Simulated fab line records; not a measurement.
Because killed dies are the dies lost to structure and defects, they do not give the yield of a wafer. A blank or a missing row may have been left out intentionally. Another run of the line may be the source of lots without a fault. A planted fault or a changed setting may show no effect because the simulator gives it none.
Comparing a struck lot with a sound one -- flow ritCmos -- 28 steps out of a route of 202
Sound: wafers L576.3, L576.5, L576.6. The struck wafers were L581.1, L581.2, L581.3. The cause comes at the end.
Order at every step that has rows: each side's tool, ch and its chambers, its first start. Under that, the readings that differ: sound wafers -- struck wafers -- difference of the means -- sigmas: that difference in standard deviations of wafers without a fault.
alike: readings with means less than 2 such deviations apart, plus words and numbers identical on both sides. not compared: withheld readings, readings lacking a value on some wafer, bounds such as >300 that could conceal the same value, and numbers that have no deviation in the record and whose values overlap.
Wherever a step has rows on one side only, a row that says differs or no value, or a row with sigmas, the two part there. When numbers do not overlap yet have no deviation, they are printed without sigmas and do not part them. Lack of a reading on every wafer of one side parts them only where that side has two or more wafers.

RIT_ACTIVE_BOW_MEAS_00:
  sound: filmMetro-02 at day 3 07:02; struck: filmMetro-04 at day 4 08:00
  alike: INCOMING_BOW
RIT_ACTIVE_OXIDATION_01: target thk 46.8 nm, ox time 3360 s.
  sound on furnace-04 ch 0, day 3 07:55; struck on furnace-04 ch 0, day 4 08:14
reading,sound,struck,difference,sigmas
model.SiO2_of_ACTIVE_OXIDATION_01.thkNm (nm),46.75 47.16 46.94,51.66 51.65 51.73,+4.73,
  alike: oxTempCMax, zonePowerCentrePct, zonePowerLoadPct
RIT_ACTIVE_THK_MEAS_02:
  sound: filmMetro-01 at day 3 09:52; struck: filmMetro-01 at day 4 10:10
reading,sound,struck,difference,sigmas
ACTIVE_OXIDE_THK (nm),46.8 47.1 47.0,51.7 51.6 51.7,+4.7,+6
then, 1 step without rows for these wafers: RIT_ACTIVE_CVD_03 (deposits Si3N4 from SiH2Cl2/NH3, target thk 150 nm, time 1500 s).
RIT_ACTIVE_THK_MEAS_04:
  sound: filmMetro-02 at day 3 11:20; struck: filmMetro-04 at day 4 11:39
  alike: ACTIVE_NITRIDE_THK
then, 6 steps without rows for these wafers: RIT_ACTIVE_HMDS_05 (prime time 60 s); RIT_ACTIVE_COAT_06 (resist thk 1000 nm); RIT_ACTIVE_SOFTBAKE_07 (time 60 s); RIT_ACTIVE_EXPOSE_08 (exposes mask M1, target cd 1400 nm); RIT_ACTIVE_PEB_09; RIT_ACTIVE_DEVELOP_10 (develop time 50 s).
RIT_ACTIVE_CD_MEAS_11: the cd target is 1400 nm.
  sound: cdSem-02 at day 3 12:23; struck: cdSem-02 at day 4 12:41
  alike: cdNm
then, 1 step without rows for these wafers: RIT_ACTIVE_HARDBAKE_12 (time 60 s).
RIT_ACTIVE_ETCH_13: etches Si3N4 in SF6, stops on SiO2, time 210 s, target depth 210 nm.
  sound on rieDiel-04 ch 1,2, day 3 12:37; struck on rieDiel-01 ch 0,2,3, day 4 12:57
reading,sound,struck,difference,sigmas
rfFwdPowerW (W),124.8 125.5 124.9,124.1 124.4 123.7,-1.0,-2
  alike: drypumpMotorCurrentA, oesProductAu, throttleValvePct
  not compared: rfHoursCounterH
RIT_ACTIVE_STRIP_14: strips in O2, time 180 s.
  sound on plasmaAsher-02 ch 0,1, day 3 12:49; struck on plasmaAsher-02 ch 0,1, day 4 13:05
  alike: drypumpMotorCurrentA
  not compared: rfHoursCounterH
RIT_ACTIVE_CD_MEAS_90: the cd target is 1400 nm.
  sound: cdSem-01 at day 3 12:58; struck: cdSem-01 at day 4 13:16
  alike: cdNm
then, 4 steps without rows for these wafers: RIT_ACTIVE_CLEAN_15 (cleans in SC1, time 600 s); RIT_ACTIVE_CLEAN_16 (cleans in dHF, time 30 s); RIT_ACTIVE_CLEAN_17 (cleans in SC2, time 600 s); RIT_FOX1_OXIDATION_00 (target thk 350.7 nm, ox time 1130 s).
RIT_FOX1_THK_MEAS_01:
  sound: filmMetro-02 at day 3 17:09; struck: filmMetro-01 at day 4 15:41
  alike: FOX1_OXIDE_THK
then, 2 steps without rows for these wafers: RIT_FOX1_WET_ETCH_02 (etches SiO2 in BOE, target depth 350 nm, time 390 s); RIT_FOX2_OXIDATION_00 (target thk 350.7 nm, ox time 1130 s).
RIT_FOX2_THK_MEAS_01:
  sound: filmMetro-03 at day 3 20:47; struck: filmMetro-02 at day 4 17:10
  alike: FOX2_OXIDE_THK
then, 1 step without rows for these wafers: RIT_FOX2_CLEAN_02 (cleans in dHF, time 180 s).
RIT_FOX2_WET_ETCH_03: etches Si3N4 in H3PO4, target depth 195 nm, time 2700 s.
  sound on wetBench-04 ch 3, day 3 20:53; struck on wetBench-01 ch 2, day 4 17:17
reading,sound,struck,difference,sigmas
model.SiO2_of_ACTIVE_OXIDATION_01.thkNm (nm),38.99 39.31 41.85,46.01 45.97 46.09,+5.97,
  alike: tempC
RIT_FOX2_THK_MEAS_90:
  sound: filmMetro-03 at day 3 21:40; struck: filmMetro-02 at day 4 18:03
  alike: FIELD_OXIDE_LEFT_1_THK
RIT_M1_PROBE_99:
  sound: prober-02 at day 5 13:29; struck: prober-01 at day 6 12:04
reading,sound,struck,difference,sigmas
model.etest.nldd.widthNm (nm),3204 3174 3193,3142 3130 3140,-53,
model.etest.pldd.widthNm (nm),3195 3159 3170,3130 3122 3123,-50,
model.etest.pplusSal.widthNm (nm),3434 3478 3466,3427 3425 3423,-34,
model.etest.nmosNarrow.driveUaUm,220.5 227.3 226.2,210 210.5 202.9,-17,
model.etest.pmosNarrow.driveUaUm,99.2 100.2 100.4,92.47 92.66 90.29,-8.13,
  alike: killedAtFrontEnd, killedDies, killedOnRim, killedOpen, killedShort
  not compared: model.etest.nplusSal.widthNm

WHERE THEY PART
At RIT_ACTIVE_THK_MEAS_02 first; at RIT_ACTIVE_ETCH_13 last (within this record only). Later steps at which nothing parts them and some readings are alike: RIT_ACTIVE_STRIP_14, RIT_ACTIVE_CD_MEAS_90, RIT_FOX1_THK_MEAS_01, RIT_FOX2_THK_MEAS_01, RIT_FOX2_WET_ETCH_03, RIT_FOX2_THK_MEAS_90, RIT_M1_PROBE_99.

WHY: what the simulator had put in
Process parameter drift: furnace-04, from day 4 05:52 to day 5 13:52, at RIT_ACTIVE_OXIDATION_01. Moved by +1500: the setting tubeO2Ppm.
